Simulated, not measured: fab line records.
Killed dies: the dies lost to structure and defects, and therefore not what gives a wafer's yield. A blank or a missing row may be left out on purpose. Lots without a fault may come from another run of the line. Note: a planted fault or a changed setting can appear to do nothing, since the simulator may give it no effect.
Which tool was responsible? | flow rit-cmos | Sampling: 15 lots, 45 wafers, 2 of 202 route steps

WHAT THE GAUGES READ, wafer by wafer
RIT_CONTACT_CD_MEAS_90: the cd target is 1000 nm.
lot  | measured    | on        | cd-nm (nm)
L943 | day 3 15:13 | cd-sem-02 | 1002.6 1001.3 1000.6
L945 | day 3 16:50 | cd-sem-02 | 997.5 997.3 997.5
L944 | day 3 16:58 | cd-sem-01 | 1000.4 1001.8 1000.2
L946 | day 4 02:06 | cd-sem-01 | 996.2 996.1 998.5
L949 | day 4 16:00 | cd-sem-01 | 1001.2 1002.3 1001.7
L950 | day 4 21:13 | cd-sem-01 | - - -
L951 | day 5 02:59 | cd-sem-01 | - - -
L952 | day 5 06:43 | cd-sem-01 | - - -
L953 | day 5 10:42 | cd-sem-01 | 1002.2 999.5 1000.0
L960 | day 6 20:17 | cd-sem-01 | 1003.3 1002.1 1004.4
L961 | day 7 02:07 | cd-sem-02 | 998.9 997.1 999.0
L962 | day 7 06:34 | cd-sem-01 | 998.4 996.4 995.6
L963 | day 7 11:07 | cd-sem-01 | 996.9 998.1 999.1
L965 | day 8 00:32 | cd-sem-02 | 999.3 1000.3 1001.4
L966 | day 8 07:06 | cd-sem-02 | 996.0 995.3 999.9

EACH LOT AND THE TOOL THAT RAN IT (in order: tool; ch and the chambers of the sampled wafers; start)
lot  | RIT_CONTACT_CVD_00
L943 | pecvd-02 ch 1,2, day 3 12:57
L945 | pecvd-01 ch 0,1,2, day 3 14:58
L944 | pecvd-04 ch 0,2, day 3 15:05
L946 | pecvd-02 ch 0,2, day 4 00:19
L949 | pecvd-02 ch 0,1, day 4 13:59
L950 | pecvd-01 ch 0,1,2, day 4 19:27
L951 | pecvd-04 ch 0,1,2, day 5 01:07
L952 | pecvd-02 ch 0,2, day 5 04:58
L953 | pecvd-01 ch 1,2, day 5 08:49
L960 | pecvd-04 ch 1,2, day 6 18:32
L961 | pecvd-02 ch 0,1,2, day 7 00:14
L962 | pecvd-01 ch 0,2, day 7 04:38
L963 | pecvd-04 ch 0,1, day 7 09:20
L965 | pecvd-01 ch 0,1,2, day 7 22:46
L966 | pecvd-04 ch 1,2, day 8 05:21
- RIT_CONTACT_CVD_00: deposits SiO2 from TEOS, target thk 400 nm, time 61 s.

WHAT THE TOOLS THEMSELVES READ (means of the sampled wafers that have a number; where no wafer has one, the mark that the record gives instead)
RIT_CONTACT_CVD_00.
lot  | tool     | heater-power-w (W) | rf-fwd-power-W (W) | susceptor-temp-C (C)
L943 | pecvd-02 | 328                | 393.5              | 390.15
L945 | pecvd-01 | 309                | 398.8              | 390.10
L944 | pecvd-04 | 339                | 396.9              | 390.02
L946 | pecvd-02 | 336                | 395.8              | 389.83
L949 | pecvd-02 | 358                | 393.5              | 390.07
L950 | pecvd-01 | -                  | -                  | -
L951 | pecvd-04 | -                  | -                  | -
L952 | pecvd-02 | -                  | -                  | -
L953 | pecvd-01 | 298                | 396.5              | 389.81
L960 | pecvd-04 | 347                | 396.6              | 390.07
L961 | pecvd-02 | 342                | 395.6              | 389.91
L962 | pecvd-01 | 296                | 396.9              | 390.11
L963 | pecvd-04 | 366                | 396.6              | 390.03
L965 | pecvd-01 | 269                | 397.2              | 390.02
L966 | pecvd-04 | 356                | 396.0              | 390.02

THE ANSWER, worked out from the rows above alone
Rule: the lots themselves supply what counts as usual. Put in order of their means at a reading, lots are off if they are a third of the lots or fewer, leave a main group of 4 or more, and stand apart from it by a gap of 3 or more times the standard deviation of the main group's means; of several such gaps the widest counts. A main group is skipped when, at the precision printed for the reading in the tables above, its means are all equal. A lot without any number at a reading at which 4 lots or more have one is off too. All remaining lots with rows at the step are treated as sound. The gauges are gone through in route order, then the tools' own readings, and for those a lot's mean is taken as printed above. The first step at which some lot is off is used, and at that step the reading that is off furthest; a lot without a number counts as furthest.
Off at RIT_CONTACT_CD_MEAS_90 (cd-nm): L950, L951, L952. Without a number there: L950, L951, L952. Mean 999.4 nm and standard deviation 2.1 in the main group.
If a tool, at a process step before that reading, ran all the lots that are off and no sound lot after the first of them, it fits. The gauges at RIT_CONTACT_CD_MEAS_90 aren't tried: what is off there is off at RIT_CONTACT_CVD_00 too, on other tools, and a gauge's error can't cause that. Of those tried, none fits.

WHAT HAD BEEN PUT IN BY THE SIMULATOR
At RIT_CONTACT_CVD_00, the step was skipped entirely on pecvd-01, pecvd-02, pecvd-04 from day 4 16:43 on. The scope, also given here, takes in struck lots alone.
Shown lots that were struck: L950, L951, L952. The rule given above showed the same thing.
